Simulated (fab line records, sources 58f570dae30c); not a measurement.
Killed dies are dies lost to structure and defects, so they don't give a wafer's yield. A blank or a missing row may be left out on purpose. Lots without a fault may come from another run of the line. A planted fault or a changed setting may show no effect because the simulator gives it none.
One fault seen from 2 desks | flow berkeley_cmos170 | each desk has only its own numbers; what lay behind them comes last

THE METROLOGY DESK
What the gauges read, lot by lot, whatever tool the lot ran on: means of the sampled wafers that have a number. A lot is out of limits, marked OUT, if its mean lies more than 4 standard deviations from the usual mean; the brackets give that distance.
Columns: A = cd_nm at UCB170_M2_CD_MEAS_15, usual 699.7 nm; B = M3_AL_RS at UCB170_M3_RS_MEAS_02, usual 0.0322 ohm/sq; C = M3_AL_THK at UCB170_M3_THK_MEAS_03, usual 900 nm
lot  | first seen here | A     | B                 | C
L526 | day 8 01:19     | 700.8 | 0.0320            | 904
L529 | day 9 09:53     | 699.0 | 0.0326            | 896
L527 | day 9 09:59     | 697.7 | 0.0317            | 921
L528 | day 9 10:04     | 699.3 | 0.0323            | 902
L530 | day 10 02:04    | 699.7 | 0.0325            | 890
L533 | day 10 03:59    | 700.0 | 0.0317            | 907
L532 | day 10 04:11    | 698.9 | 0.0321            | 896
L534 | day 10 13:56    | 697.9 | 0.0318            | 917
L535 | day 11 03:10    | 699.5 | 0.0335            | 882
L541 | day 11 22:58    | 699.2 | 0.0351 (+7.3) OUT | 838 (-5.1) OUT
L546 | day 12 22:55    | 700.0 | 0.0325            | 887
L548 | day 13 04:34    | 701.9 | 0.0316            | 909
L547 | day 13 08:57    | 699.1 | 0.0322            | 902
L545 | day 13 10:10    | 699.0 | 0.0324            | 891
This desk's finding: out of limits on L541; first on L541, day 12 02:11 (M3_AL_RS at UCB170_M3_RS_MEAS_02). In limits: L526, L529, L527, L528, L530, L533, L532, L534, L535, L546, L548, L547, L545.

THE TOOL OWNER'S DESK: pvd_sputter-04
The tool's own readings at UCB170_M3_SPUTTER_01 (material Al, target thk 900 nm, time 120 s): means of the sampled wafers that have a number, for each lot that ran on this tool. A lot is out of limits, marked OUT, if its mean lies more than 4 standard deviations from the usual mean; the brackets give that distance.
Columns: A = throttle_valve_pct at UCB170_M3_SPUTTER_01, usual 29.9 %
lot  | first seen here | A
L526 | day 8 04:35     | 30.1
L527 | day 9 13:43     | 30.6
L533 | day 10 06:52    | 31.2
L534 | day 10 17:10    | 30.7
L535 | day 11 06:10    | 30.1
L541 | day 12 02:05    | 30.0
This desk's finding: nothing out of limits on any of the 6 lots.

PUT TOGETHER
The metrology desk could have raised an alarm at day 12 02:11, on L541.
The tool owner's desk saw nothing out of limits.
The tool owner's desk has L541 on record, within its limits.
Of the lots named, all ran UCB170_M3_SPUTTER_01 on pvd_sputter-04.

WHAT THE SIMULATOR HAD PUT IN
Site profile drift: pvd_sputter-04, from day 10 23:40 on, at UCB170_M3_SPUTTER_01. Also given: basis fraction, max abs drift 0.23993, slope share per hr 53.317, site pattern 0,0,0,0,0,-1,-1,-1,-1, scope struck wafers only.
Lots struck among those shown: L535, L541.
Hours from the fault's start to each desk's first reading out of limits: the metrology desk, 27.
